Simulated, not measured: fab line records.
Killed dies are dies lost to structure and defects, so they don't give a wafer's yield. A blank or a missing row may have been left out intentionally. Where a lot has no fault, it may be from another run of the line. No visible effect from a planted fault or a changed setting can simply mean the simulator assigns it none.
Problem report in the 8D (eight disciplines) form, filled by code :: flow rit cmos :: the parts of the form that need people (team, actions taken, sign-off) are left out

== 1. THE ISSUE ==
wafer_temp_C_max at RIT_SILICIDE_RTA_04 reads a mean of 657.2 on 6 wafers of 2 lots; wafers without a fault read 652.7 with a standard deviation of 0.61. That puts it +7.4 standard deviations away from the usual mean.
The step: time 10 s, ramp up 5 s, ramp down 5 s.
First seen on wafer L242.2, day 5 10:59, on rtp anneal-01. Wafers with a number at this step in the record: 27, from 9 lots. The rule behind "out" and "out of limits": a value lying over 4 standard deviations away from the usual mean. Any other wafer with a number is counted as sound.

== 2. WHAT IT IS AND WHAT IT IS NOT ==
question: which readings at this step
is: wafer_temp_C_max
is not: -

question: which lots
is: L242, L244
is not: L231, L232, L245, L247, L249, L251, L253

question: which wafers of those lots
is: all that have a number
is not: -

question: read on which tools
is: rtp anneal-01
is not: rtp anneal-02

question: when
is: from day 5 10:59
is not: up to then (6 sound wafers); but 15 sound wafers of L245, L247, L249, L251, L253 came after

== 3. WHAT RULES OUT EACH SUSPECT ==
Counting: a tool stays on the suspect list if, at a process step up to the reading, it processed all lots that are out and no sound lot following the first of them.
- rtp anneal-01 at RIT_SILICIDE_RTA_04 (time 10 s, ramp up 5 s, ramp down 5 s): kept. All lots that are out passed through it, beginning with L242 at day 5 10:59, and no sound lot followed; its final sound lot before that point was L232 at day 3 09:39. On those wafers its own readings are out: wafer_temp_C_max.
Left after counting: rtp anneal-01 at RIT_SILICIDE_RTA_04.

== 4. THE CAUSE (what the simulator had put in) ==
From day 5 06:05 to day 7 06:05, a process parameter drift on rtp anneal-01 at RIT_SILICIDE_RTA_04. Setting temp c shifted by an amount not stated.
The count eliminated every tool but this one.

== 5. THE EFFECT CHAIN, in route order ==
Rows list readings where the struck wafers' mean (over those with a number) sits beyond 3 standard deviations from the usual. Readings are gone through only where the record gives a usual standard deviation; hours: the median, over the lots, of the time from a lot's start at the first step in this table giving one to that lot's start at this step; sigmas: the change measured in usual standard deviations.
hours: 0
step: RIT_SILICIDE_RTA_04
reading: wafer_temp_C_max
usual: 652.7
on struck wafers: 657.2
change: +4.5
sigmas: +7.4
Process steps it contains:
- RIT_SILICIDE_RTA_04: time 10 s, ramp up 5 s, ramp down 5 s.

== 6. WHAT WOULD HAVE CAUGHT IT SOONER ==
In this record the first reading out of limits was taken at day 5 10:59, 5 hours after the fault began at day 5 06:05.
